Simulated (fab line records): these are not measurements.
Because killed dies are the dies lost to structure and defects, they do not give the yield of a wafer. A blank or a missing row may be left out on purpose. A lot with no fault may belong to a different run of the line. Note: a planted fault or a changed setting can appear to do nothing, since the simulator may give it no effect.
A lot that was struck, set against a sound lot -- flow berkeley cmos170 -- 14 steps out of a route of 331
Sound: these wafers, L449.3, L449.4, L449.5. Struck: wafers L450.2, L450.5, L450.6. The cause is named last.
Per side, at each step with rows, come the tool, then ch with its chambers, and then its first start. Under that, the readings that differ: sound wafers -- struck wafers -- difference of the means -- sigmas: that difference in standard deviations of wafers without a fault.
alike: a reading whose means differ by less than 2 such deviations, as well as words and numbers matching on both sides. not compared: withheld readings; readings where some wafer has no value; bounds like >300 that might hide an equal value; numbers whose values overlap and for which the record gives no deviation.
The two part at a step that has a row with sigmas, a row that says differs or no value, or rows on one side only. When numbers do not overlap yet have no deviation, they are printed without sigmas and do not part them. Lack of a reading on every wafer of one side parts them only where that side has two or more wafers.

UCB170_M3_SPUTTER_01: material Al, target thk 900 nm, time 120 s.
  sound: pvd sputter-02 at day 11 11:05; struck: pvd sputter-03 at day 12 06:14
  alike: throttle valve pct
UCB170_M3_RS_MEAS_02: measures by four-point-probe.
  sound: film metro-01 at day 11 11:16; struck: film metro-02 at day 12 06:20
reading,sound,struck,difference,sigmas
M3_AL_RS (ohm/sq),0.0326 0.0330 0.0325,0.0317 0.0317 0.0316,-0.0010,-3
UCB170_M3_THK_MEAS_03: measures by xrf.
  sound: film metro-01 at day 11 11:22; struck: film metro-02 at day 12 06:27
reading,sound,struck,difference,sigmas
M3_AL_THK (nm),889 876 887,914 913 920,+32,+3
then, 3 steps without rows for these wafers: UCB170_M3_HMDS_04 (prime time 60 s); UCB170_M3_COAT_05 (resist thk 900 nm); UCB170_M3_SOFTBAKE_06 (time 60 s).
UCB170_M3_STRIP_07: strips in O2.
  sound on plasma asher-01 ch 0,1, day 11 11:53; struck on plasma asher-02 ch 0,1, day 12 06:57
  alike: drypump motor current A, oes product au, strip time to endpoint s
  not compared: rf hours counter h
then, 5 steps without rows for these wafers: UCB170_M3_STRIP_08 (strips KrF in DMSO, time 600 s); UCB170_M3_COAT_09; UCB170_M3_COAT_10 (resist thk 900 nm); UCB170_M3_SOFTBAKE_11 (time 60 s); UCB170_M3_EXPOSE_12 (exposes mask METAL3, target cd 700 nm).
UCB170_M3_PEB_13:
  struck on litho track-04, day 12 08:33; sound on litho track-01 ch 0, day 11 12:57
  no value came back on the struck wafers for chill plate temp C (C), exhaust pa (Pa); on the sound wafers chill plate temp C (C) reads 22.88 22.95 22.99
then, 1 step without rows for these wafers: UCB170_M3_DEVELOP_14 (develop time 45 s).

WHERE THEY PART
First at UCB170_M3_RS_MEAS_02; last, within this record, at UCB170_M3_PEB_13.

WHY: what the simulator had put in
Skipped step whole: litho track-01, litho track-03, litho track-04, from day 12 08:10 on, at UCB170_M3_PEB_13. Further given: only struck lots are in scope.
